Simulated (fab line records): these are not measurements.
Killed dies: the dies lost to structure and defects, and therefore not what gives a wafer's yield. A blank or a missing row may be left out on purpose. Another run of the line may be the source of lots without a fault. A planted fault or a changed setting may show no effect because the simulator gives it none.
fab line records	flow rit-cmos	part 1 of 2: steps 1 to 25 of 35
record: lots: 5	wafers: 15	last-day: 7
route steps=202 shown SPACER@130 NSD@131 PSD@142 SDANNEAL@153 PLDD@159 NLDD@160 SILICIDE@161
lots with no fault: from the same line, run without faults
start-h: start of the lot's first displayed wafer, in hours after the record's first day	wait-h: time in hours since the lot's previous step	" unchanged from the row above	L1.1+2: several wafers, shown together as one row	- no value, or no start given	* or withheld: withheld	< > ~ a bound
route shown NAME@n: a module of which the file shows steps, and the number in the route of the first	usual: mean/standard deviation taken from wafers without a fault	same: alike in all rows	chamber/n: place in a boat	sites: each site's reading	_std_site: their standard deviation	_edge_site: outer sites' mean less inner sites'	radius-mm: how far each site lies from the wafer's centre	mask NAME#n: copy n	behind: the last tool/chamber to shape the wafer	hold: cause of the lot's hold/its duration in hours/its outcome	device: names the non-switching transistor (n, p or np)	end of line: the same wafers' tests at the end of the route	for a step that has no rows: nothing shown but its recipe	killed: count of dies lost to structure and defects at first sort (not the wafer's yield)	map: per-die view of a wafer (x killed, . not killed, _ where there is no die)
set.NAME: setting as actually run; set.NAME@STEP: the setting as run at that earlier step	model.NAME: the simulator's own value behind a step, which no gauge read
lots seen at some steps along the route; tables by step, rows by wafer
services: when a tool's chamber went out of use (start-h, in hours from the record's first day, below 0 if earlier), for how many hours, and the reason
== steps ==
step: RIT_SPACER_ETCHBACK_05
recipe: target-depth-a: 2500	SF6_flow_sccm: 30	CHF3_flow_sccm: 30	target: Si3N4	chemistry: SF6/CHF3	pressure-mtorr: 40	rf-w: 258.9	time-s: 240	stop-on: SiO2
usual: drypump-motor-current-A: 6.1/0.54	oes-product-au: 0.845/0.011	throttle-valve-pct: 10.27/0.17
same: time-s: 240
lot.wafer	tool	chamber	start-h	wait-h	drypump-motor-current-A	oes-product-au	rf-hours-counter-h	throttle-valve-pct
L076.3	rie-diel-03	3	57.25	0.0	6.1	0.839	123	10.22
L076.4	"	2	"	"	6.6	0.817	115	10.51
L076.6	"	1	"	"	6.4	0.831	-	10.17
L081.3	rie-diel-03	2	81.37	0.0	6.6	0.828	116	10.53
L081.4	"	3	"	"	6.1	0.828	124	10.21
L081.6	"	3	"	"	6.1	0.828	-	10.19
L083.2	rie-diel-03	1	96.75	0.0	6.4	0.849	85	10.18
L083.3	"	0	"	"	5.5	0.852	56	10.48
L083.5	"	2	"	"	6.6	0.830	-	10.53
L095.2	rie-diel-04	3	151.41	0.0	5.3	0.841	37	10.42
L095.3	"	0	"	"	5.4	0.843	54	10.20
L095.4	"	1	"	"	5.6	0.852	2	10.34
L096.1	rie-diel-04	0	155.79	0.1	5.4	0.851	54	10.21
L096.3	"	3	"	"	5.3	0.847	37	10.42
L096.4	"	1	"	"	5.7	0.866	2	10.34
step: RIT_NSD_HMDS_00
recipe: prime-time-s: 60	prime-temp-c: 140
usual: chill-plate-temp-C: 23.03/0.11	exhaust-pa: 44.9/0.94
lot.wafer	tool	chamber	start-h	wait-h	chill-plate-temp-C	exhaust-pa
L076.3	litho-track-04	0	57.45	0.1	23.03	45.4
L076.4	"	0	"	"	23.10	44.5
L076.6	"	0	"	"	23.02	45.2
L081.3	litho-track-02	0	81.57	0.1	22.98	45.5
L081.4	"	0	"	"	22.90	45.4
L081.6	"	0	"	"	23.11	46.8
L083.2	litho-track-03	0	96.93	0.1	23.06	44.6
L083.3	"	0	"	"	22.90	45.5
L083.5	"	0	"	"	22.97	44.6
L095.2	litho-track-04	0	151.59	0.1	22.90	45.4
L095.3	"	0	"	"	23.03	45.6
L095.4	"	0	"	"	22.96	44.8
L096.1	litho-track-03	0	155.94	0.1	22.77	46.8
L096.3	"	0	"	"	22.89	46.9
L096.4	"	0	"	"	22.94	46.4
step: RIT_NSD_COAT_01
recipe: resist: NOVOLAK	spin-rpm: 3250	resist-thk-nm: 1000
usual: chill-plate-temp-C: 23.00/0.094	exhaust-pa: 44.8/0.77
lot.wafer	tool	chamber	start-h	wait-h	chill-plate-temp-C	exhaust-pa
L076.3	litho-track-04	0	57.60	0.1	22.99	43.8
L076.4	"	0	"	"	22.96	43.7
L076.6	"	0	"	"	22.97	45.7
L081.3	litho-track-02	0	81.72	0.1	22.85	45.7
L081.4	"	0	"	"	22.93	45.9
L081.6	"	0	"	"	22.84	44.6
L083.2	litho-track-03	0	97.08	0.1	22.97	45.7
L083.3	"	0	"	"	23.12	44.3
L083.5	"	0	"	"	22.94	44.0
L095.2	litho-track-04	0	151.74	0.1	23.08	44.9
L095.3	"	0	"	"	23.07	44.4
L095.4	"	0	"	"	23.18	45.6
L096.1	litho-track-03	0	156.09	0.1	23.07	45.3
L096.3	"	0	"	"	23.01	45.3
L096.4	"	0	"	"	23.10	45.0
step: RIT_NSD_SOFTBAKE_02
recipe: resist: NOVOLAK	temp-c: 90	time-s: 60
usual: chill-plate-temp-C: 22.97/0.1	exhaust-pa: 45.0/1
same: time-s: 60
lot.wafer	tool	chamber	start-h	wait-h	chill-plate-temp-C	exhaust-pa
L076.3	litho-track-04	0	57.75	0.1	22.78	43.7
L076.4	"	0	"	"	22.92	43.5
L076.6	"	0	"	"	22.99	43.7
L081.3	litho-track-02	0	81.87	0.1	22.99	43.5
L081.4	"	0	"	"	23.02	44.0
L081.6	"	0	"	"	23.13	44.4
L083.2	litho-track-03	0	97.23	0.1	23.00	45.3
L083.3	"	0	"	"	23.04	45.1
L083.5	"	0	"	"	23.15	46.3
L095.2	litho-track-04	0	151.89	0.1	23.03	45.1
L095.3	"	0	"	"	23.01	45.2
L095.4	"	0	"	"	23.04	44.8
L096.1	litho-track-03	0	156.24	0.1	22.89	45.5
L096.3	"	0	"	"	22.99	45.3
L096.4	"	0	"	"	23.05	46.1
step: RIT_NSD_EXPOSE_03
recipe: mask-id: M9	na: 0.57	target-cd-nm: 40700	dose-mj: 250
lot.wafer	tool	chamber	start-h	wait-h	mask
L076.3+4+6	iline-stepper-02	0	57.89	0.1	M9#0
L081.3+4+6	iline-stepper-01	0	82.01	0.1	M9#0
L083.2+3+5	iline-stepper-01	0	97.50	0.2	M9#0
L095.2+3+4	iline-stepper-01	0	152.03	0.1	M9#0
L096.1+3+4	iline-stepper-02	0	156.61	0.3	M9#0
step: RIT_NSD_PEB_04
recipe: resist: NOVOLAK	temp-c: withheld	time-s: withheld
usual: chill-plate-temp-C: *	exhaust-pa: 45.1/0.97
lot.wafer	tool	chamber	start-h	wait-h	chill-plate-temp-C	exhaust-pa
L076.3	litho-track-02	0	58.02	0.1	*	45.5
L076.4	"	0	"	"	*	46.4
L076.6	"	0	"	"	*	44.8
L081.3	litho-track-03	0	82.14	0.1	*	44.4
L081.4	"	0	"	"	*	45.5
L081.6	"	0	"	"	*	45.5
L083.2	litho-track-02	0	97.62	0.1	*	44.5
L083.3	"	0	"	"	*	46.4
L083.5	"	0	"	"	*	44.3
L095.2	litho-track-03	0	152.18	0.1	*	43.3
L095.3	"	0	"	"	*	43.6
L095.4	"	0	"	"	*	43.6
L096.1	litho-track-02	0	156.80	0.2	*	45.2
L096.3	"	0	"	"	*	44.1
L096.4	"	0	"	"	*	43.6
step: RIT_NSD_DEVELOP_05
recipe: resist: NOVOLAK	develop-time-s: 50	dev-temp-c: 23
usual: chill-plate-temp-C: 22.99/0.12	exhaust-pa: 45.0/0.88
lot.wafer	tool	chamber	start-h	wait-h	chill-plate-temp-C	exhaust-pa
L076.3	litho-track-02	0	-	-	22.92	45.9
L076.4	"	0	"	"	23.07	44.9
L076.6	"	0	"	"	23.03	45.6
L081.3	litho-track-03	0	-	-	22.93	44.7
L081.4	"	0	"	"	22.97	44.6
L081.6	"	0	"	"	23.12	45.7
L083.2	litho-track-02	0	-	-	22.92	45.9
L083.3	"	0	"	"	23.11	44.1
L083.5	"	0	"	"	22.90	44.5
L095.2	litho-track-03	0	-	-	22.82	43.7
L095.3	"	0	"	"	22.74	45.2
L095.4	"	0	"	"	22.76	43.7
L096.1	litho-track-02	0	-	-	23.06	44.4
L096.3	"	0	"	"	22.91	44.2
L096.4	"	0	"	"	22.91	44.4
step: RIT_NSD_OVL_MEAS_06
usual: NSD_OVL: 0.3/1.3
lot.wafer	tool	chamber	start-h	wait-h	NSD_OVL[nm]
L076.3	overlay-01	-	58.26	-	-1.6
L076.4	"	-	"	"	-1.2
L076.6	"	-	"	"	-0.6
L081.3	overlay-01	-	82.38	-	-0.9
L081.4	"	-	"	"	-1.7
L081.6	"	-	"	"	-1.4
L083.2	overlay-01	-	97.88	-	0.3
L083.3	"	-	"	"	0.4
L083.5	"	-	"	"	0.7
L095.2	overlay-01	-	152.45	-	-0.4
L095.3	"	-	"	"	1.3
L095.4	"	-	"	"	0.2
L096.1	overlay-02	-	157.09	-	0.3
L096.3	"	-	"	"	0.6
L096.4	"	-	"	"	1.3
step: RIT_NSD_HARDBAKE_07
recipe: resist: NOVOLAK	temp-c: 140	time-s: 60
usual: chill-plate-temp-C: 22.99/0.11	exhaust-pa: 45.1/0.8
same: time-s: 60
lot.wafer	tool	chamber	start-h	wait-h	chill-plate-temp-C	exhaust-pa
L076.3	litho-track-03	0	58.34	0.1	22.87	44.1
L076.4	"	0	"	"	23.01	44.2
L076.6	"	0	"	"	23.04	43.8
L081.3	litho-track-02	0	82.47	0.1	22.97	45.1
L081.4	"	0	"	"	22.92	45.9
L081.6	"	0	"	"	22.88	46.1
L083.2	litho-track-02	0	97.94	0.0	23.18	44.3
L083.3	"	0	"	"	23.05	44.1
L083.5	"	0	"	"	23.08	45.1
L095.2	litho-track-04	0	152.50	0.0	23.22	45.0
L095.3	"	0	"	"	22.87	43.7
L095.4	"	0	"	"	22.96	45.7
L096.1	litho-track-04	0	157.12	0.0	22.76	45.5
L096.3	"	0	"	"	22.82	46.2
L096.4	"	0	"	"	23.07	44.1
step: RIT_NSD_IMPLANT_08
recipe: species: P	energy-kev: 25	dose-cm2: 1e+15	tilt-deg: 7
usual: faraday-current-uA: 3139/66
lot.wafer	tool	chamber	start-h	wait-h	faraday-current-uA
L076.3	implanter-03	0	58.49	0.1	3227
L076.4	"	0	"	"	3252
L076.6	"	0	"	"	3100
L081.3	implanter-04	0	82.62	0.1	3153
L081.4	"	0	"	"	3154
L081.6	"	0	"	"	3072
L083.2	implanter-03	0	98.09	0.1	3066
L083.3	"	0	"	"	3236
L083.5	"	0	"	"	3108
L095.2	implanter-01	0	152.65	0.1	3138
L095.3	"	0	"	"	3137
L095.4	"	0	"	"	3156
L096.1	implanter-04	0	157.27	0.1	3012
L096.3	"	0	"	"	3164
L096.4	"	0	"	"	3043
step: RIT_NSD_STRIP_09
recipe: chemistry: O2	time-s: 180	resist: NOVOLAK	platen-temp-c: withheld	power-w: 500	pressure-mtorr: 4000	o2-flow-sccm: 4000
usual: drypump-motor-current-A: 5.8/0.57	rf-refl-power-W: 6.9/1.4
same: time-s: 180
lot.wafer	tool	chamber	start-h	wait-h	drypump-motor-current-A	rf-hours-counter-h	rf-refl-power-W
L076.3	plasma-asher-01	1	58.65	0.1	6.0	-	7.8
L076.4	"	0	"	"	6.3	-	5.2
L076.6	"	0	"	"	6.4	-	5.3
L081.3	plasma-asher-01	0	82.78	0.1	6.3	-	5.1
L081.4	"	1	"	"	6.0	-	7.8
L081.6	"	0	"	"	6.3	-	5.2
L083.2	plasma-asher-04	0	98.21	0.1	5.0	45	8.2
L083.3	"	0	"	"	5.0	-	8.4
L083.5	"	0	"	"	5.0	-	8.3
L095.2	plasma-asher-01	0	152.78	0.1	6.3	4	5.3
L095.3	"	1	"	"	6.0	-	8.4
L095.4	"	0	"	"	6.3	-	4.9
L096.1	plasma-asher-01	0	157.42	0.1	6.3	4	5.3
L096.3	"	0	"	"	6.4	-	5.5
L096.4	"	1	"	"	6.0	-	8.7
step: RIT_NSD_TW_MEAS_10
usual: NSD_TW: 3148/32
lot.wafer	tool	chamber	start-h	wait-h	NSD_TW
L076.3	film-metro-04	-	58.78	0.1	3148
L076.4	"	-	"	"	3148
L076.6	"	-	"	"	3134
L081.3	film-metro-03	-	82.92	0.1	3119
L081.4	"	-	"	"	3133
L081.6	"	-	"	"	3122
L083.2	film-metro-03	-	98.40	0.1	3122
L083.3	"	-	"	"	3131
L083.5	"	-	"	"	3119
L095.2	film-metro-03	-	152.96	0.1	3137
L095.3	"	-	"	"	3146
L095.4	"	-	"	"	3123
L096.1	film-metro-04	-	157.60	0.1	3141
L096.3	"	-	"	"	3131
L096.4	"	-	"	"	3130
step: RIT_PSD_HMDS_00
recipe: prime-time-s: 60	prime-temp-c: 140
usual: chill-plate-temp-C: 23.01/0.1	exhaust-pa: 44.8/1
lot.wafer	tool	chamber	start-h	wait-h	chill-plate-temp-C	exhaust-pa
L076.3	litho-track-01	0	58.87	0.1	23.16	44.9
L076.4	"	0	"	"	23.22	44.6
L076.6	"	0	"	"	23.14	43.9
L081.3	litho-track-01	0	83.01	0.1	22.98	45.2
L081.4	"	0	"	"	22.86	46.0
L081.6	"	0	"	"	23.05	46.1
L083.2	litho-track-04	0	98.47	0.1	22.83	44.1
L083.3	"	0	"	"	22.99	43.8
L083.5	"	0	"	"	23.06	45.5
L095.2	litho-track-04	0	153.04	0.1	22.93	44.5
L095.3	"	0	"	"	23.05	45.0
L095.4	"	0	"	"	22.84	44.3
L096.1	litho-track-04	0	157.66	0.1	23.09	44.0
L096.3	"	0	"	"	22.99	46.3
L096.4	"	0	"	"	23.11	44.5
step: RIT_PSD_COAT_01
recipe: resist: NOVOLAK	spin-rpm: 3250	resist-thk-nm: 1000
usual: chill-plate-temp-C: 23.02/0.1	exhaust-pa: 44.9/0.84
lot.wafer	tool	chamber	start-h	wait-h	chill-plate-temp-C	exhaust-pa
L076.3	litho-track-01	0	59.02	0.1	23.03	44.1
L076.4	"	0	"	"	23.11	46.3
L076.6	"	0	"	"	23.08	46.0
L081.3	litho-track-01	0	83.16	0.1	23.00	44.9
L081.4	"	0	"	"	23.01	46.1
L081.6	"	0	"	"	23.05	45.6
L083.2	litho-track-04	0	98.62	0.1	23.17	43.6
L083.3	"	0	"	"	22.96	43.2
L083.5	"	0	"	"	23.10	45.2
L095.2	litho-track-04	0	153.19	0.1	22.91	45.2
L095.3	"	0	"	"	22.89	45.3
L095.4	"	0	"	"	22.86	44.7
L096.1	litho-track-04	0	157.81	0.1	23.04	44.5
L096.3	"	0	"	"	22.88	45.1
L096.4	"	0	"	"	23.00	43.4
step: RIT_PSD_SOFTBAKE_02
recipe: resist: NOVOLAK	temp-c: 90	time-s: 60
usual: chill-plate-temp-C: 22.99/0.087	exhaust-pa: 45.2/0.92
same: time-s: 60
lot.wafer	tool	chamber	start-h	wait-h	chill-plate-temp-C	exhaust-pa
L076.3	litho-track-01	0	59.17	0.1	22.99	46.0
L076.4	"	0	"	"	23.02	44.5
L076.6	"	0	"	"	22.93	46.3
L081.3	litho-track-01	0	83.31	0.1	23.08	46.6
L081.4	"	0	"	"	22.97	46.8
L081.6	"	0	"	"	22.99	45.9
L083.2	litho-track-04	0	98.77	0.1	22.85	44.0
L083.3	"	0	"	"	22.97	44.8
L083.5	"	0	"	"	22.89	44.7
L095.2	litho-track-04	0	153.34	0.1	23.02	43.8
L095.3	"	0	"	"	22.98	44.8
L095.4	"	0	"	"	22.92	45.8
L096.1	litho-track-04	0	157.96	0.1	23.09	44.9
L096.3	"	0	"	"	23.03	45.5
L096.4	"	0	"	"	23.00	46.1
step: RIT_PSD_EXPOSE_03
recipe: mask-id: M10	na: 0.57	target-cd-nm: 40900	dose-mj: 250
lot.wafer	tool	chamber	start-h	wait-h	mask
L076.3+4+6	iline-stepper-02	0	59.44	0.2	M10#0
L081.3+4+6	iline-stepper-01	0	83.45	0.1	M10#0
L083.2+3+5	iline-stepper-02	0	98.92	0.1	M10#0
L095.2+3+4	iline-stepper-01	0	153.48	0.1	M10#0
L096.1+3+4	iline-stepper-01	0	158.11	0.1	M10#0
step: RIT_PSD_PEB_04
recipe: resist: NOVOLAK	temp-c: withheld	time-s: withheld
usual: chill-plate-temp-C: *	exhaust-pa: 44.9/0.82
lot.wafer	tool	chamber	start-h	wait-h	chill-plate-temp-C	exhaust-pa
L076.3	litho-track-03	0	59.61	0.2	*	45.2
L076.4	"	0	"	"	*	43.7
L076.6	"	0	"	"	*	45.7
L081.3	litho-track-04	0	83.57	0.1	*	43.8
L081.4	"	0	"	"	*	43.8
L081.6	"	0	"	"	*	44.1
L083.2	litho-track-04	0	99.10	0.2	*	43.9
L083.3	"	0	"	"	*	44.6
L083.5	"	0	"	"	*	43.9
L095.2	litho-track-03	0	153.60	0.1	*	47.4
L095.3	"	0	"	"	*	44.3
L095.4	"	0	"	"	*	44.7
L096.1	litho-track-03	0	158.22	0.1	*	44.3
L096.3	"	0	"	"	*	44.5
L096.4	"	0	"	"	*	43.7
step: RIT_PSD_DEVELOP_05
recipe: resist: NOVOLAK	develop-time-s: 50	dev-temp-c: 23
usual: chill-plate-temp-C: 22.98/0.093	exhaust-pa: 45.0/1.1
lot.wafer	tool	chamber	start-h	wait-h	chill-plate-temp-C	exhaust-pa
L076.3	litho-track-03	0	-	-	23.07	46.1
L076.4	"	0	"	"	23.04	45.0
L076.6	"	0	"	"	22.95	46.4
L081.3	litho-track-04	0	-	-	22.91	43.4
L081.4	"	0	"	"	22.97	44.6
L081.6	"	0	"	"	23.03	44.0
L083.2	litho-track-04	0	-	-	22.98	43.6
L083.3	"	0	"	"	22.95	43.3
L083.5	"	0	"	"	23.04	44.4
L095.2	litho-track-03	0	-	-	23.06	46.2
L095.3	"	0	"	"	22.94	45.8
L095.4	"	0	"	"	23.01	47.0
L096.1	litho-track-03	0	-	-	23.02	45.6
L096.3	"	0	"	"	23.13	44.0
L096.4	"	0	"	"	23.05	46.4
step: RIT_PSD_OVL_MEAS_06
usual: PSD_OVL: -0.3/1.4
lot.wafer	tool	chamber	start-h	wait-h	PSD_OVL[nm]
L076.3	overlay-02	-	59.86	-	0.6
L076.4	"	-	"	"	0.6
L076.6	"	-	"	"	0.5
L081.3	overlay-01	-	83.82	-	0.1
L081.4	"	-	"	"	-0.8
L081.6	"	-	"	"	-1.1
L083.2	overlay-02	-	99.37	-	-0.3
L083.3	"	-	"	"	-1.0
L083.5	"	-	"	"	0.4
L095.2	overlay-01	-	153.87	-	-2.1
L095.3	"	-	"	"	-0.1
L095.4	"	-	"	"	-1.0
L096.1	overlay-01	-	158.51	-	-1.1
L096.3	"	-	"	"	-1.5
L096.4	"	-	"	"	-2.7
step: RIT_PSD_HARDBAKE_07
recipe: resist: NOVOLAK	temp-c: 140	time-s: 60
usual: chill-plate-temp-C: 23.03/0.1	exhaust-pa: 45.1/0.85
same: time-s: 60
lot.wafer	tool	chamber	start-h	wait-h	chill-plate-temp-C	exhaust-pa
L076.3	litho-track-03	0	59.93	0.1	23.05	45.6
L076.4	"	0	"	"	23.04	45.6
L076.6	"	0	"	"	23.10	44.6
L081.3	litho-track-03	0	83.89	0.1	22.89	45.7
L081.4	"	0	"	"	22.95	46.8
L081.6	"	0	"	"	22.98	45.5
L083.2	litho-track-03	0	99.42	0.0	23.00	43.7
L083.3	"	0	"	"	23.15	42.8
L083.5	"	0	"	"	23.06	44.5
L095.2	litho-track-04	0	153.92	0.0	22.94	43.4
L095.3	"	0	"	"	22.97	45.2
L095.4	"	0	"	"	22.94	45.7
L096.1	litho-track-01	0	158.54	0.0	22.99	45.7
L096.3	"	0	"	"	23.10	46.2
L096.4	"	0	"	"	23.18	45.3
step: RIT_PSD_IMPLANT_08
recipe: species: BF2	energy-kev: 27	dose-cm2: 4.95e+15	tilt-deg: 7
usual: faraday-current-uA: 12376/770
lot.wafer	tool	chamber	start-h	wait-h	faraday-current-uA
L076.3	implanter-02	0	60.08	0.1	12056
L076.4	"	0	"	"	12385
L076.6	"	0	"	"	12386
L081.3	implanter-01	0	84.04	0.1	11967
L081.4	"	0	"	"	12454
L081.6	"	0	"	"	11850
L083.2	implanter-01	0	99.57	0.1	11510
L083.3	"	0	"	"	12367
L083.5	"	0	"	"	12228
L095.2	implanter-01	0	154.07	0.1	11886
L095.3	"	0	"	"	11950
L095.4	"	0	"	"	11945
L096.1	implanter-01	0	158.69	0.1	12374
L096.3	"	0	"	"	11666
L096.4	"	0	"	"	11389
step: RIT_PSD_STRIP_09
recipe: chemistry: O2	time-s: 180	resist: NOVOLAK	platen-temp-c: withheld	power-w: 500	pressure-mtorr: 4000	o2-flow-sccm: 4000
usual: drypump-motor-current-A: 5.9/0.45	rf-refl-power-W: 6.8/1.4
same: time-s: 180
lot.wafer	tool	chamber	start-h	wait-h	drypump-motor-current-A	rf-hours-counter-h	rf-refl-power-W
L076.3	plasma-asher-03	0	60.24	0.1	5.9	-	8.2
L076.4	"	1	"	"	6.0	-	5.4
L076.6	"	1	"	"	6.0	-	5.6
L081.3	plasma-asher-01	0	84.20	0.1	6.3	-	5.3
L081.4	"	1	"	"	6.0	-	8.3
L081.6	"	1	"	"	6.0	-	8.4
L083.2	plasma-asher-01	1	99.70	0.1	6.0	43	8.5
L083.3	"	1	"	"	6.0	-	8.6
L083.5	"	1	"	"	6.0	-	8.6
L095.2	plasma-asher-04	0	154.20	0.1	5.0	52	8.4
L095.3	"	0	"	"	5.0	-	8.2
L095.4	"	1	"	"	6.3	-	5.4
L096.1	plasma-asher-04	0	158.84	0.1	5.0	53	8.4
L096.3	"	1	"	"	6.2	-	5.5
L096.4	"	0	"	"	5.0	-	8.1
step: RIT_PSD_TW_MEAS_10
usual: PSD_TW: 3450/34
lot.wafer	tool	chamber	start-h	wait-h	PSD_TW
L076.3	film-metro-02	-	60.38	0.1	3510
L076.4	"	-	"	"	3515
L076.6	"	-	"	"	3517
L081.3	film-metro-02	-	84.34	0.1	3531
L081.4	"	-	"	"	3507
L081.6	"	-	"	"	3506
L083.2	film-metro-02	-	99.88	0.1	3497
L083.3	"	-	"	"	3495
L083.5	"	-	"	"	3492
L095.2	film-metro-04	-	154.38	0.1	3446
L095.3	"	-	"	"	3412
L095.4	"	-	"	"	3430
L096.1	film-metro-04	-	159.02	0.1	3420
L096.3	"	-	"	"	3443
L096.4	"	-	"	"	3429
step: RIT_SDANNEAL_CLEAN_00
recipe: chemistry: SC1	mix: 3:3:50	time-s: 600	temp-c: 75
same: time-s: 600
lot.wafer	tool	chamber	start-h	wait-h
L076.3+4+6	wet-bench-01	3	60.42	0.0
L081.3+4+6	wet-bench-02	3	84.38	0.0
L083.2+3+5	wet-bench-02	1	99.93	0.0
L095.2+3+4	wet-bench-01	1	154.43	0.0
L096.1+3+4	wet-bench-01	3	159.08	0.1
step: RIT_SDANNEAL_CLEAN_01
recipe: chemistry: dHF	dilution: 50:1	time-s: 30
same: time-s: 30
lot.wafer	tool	chamber	start-h	wait-h
L076.3+4+6	wet-bench-02	1	60.59	0.0
L081.3+4+6	wet-bench-02	0	84.55	0.0
L083.2+3+5	wet-bench-01	2	100.11	0.0
L095.2+3+4	wet-bench-02	3	154.61	0.0
L096.1+3+4	wet-bench-03	2	159.25	0.0
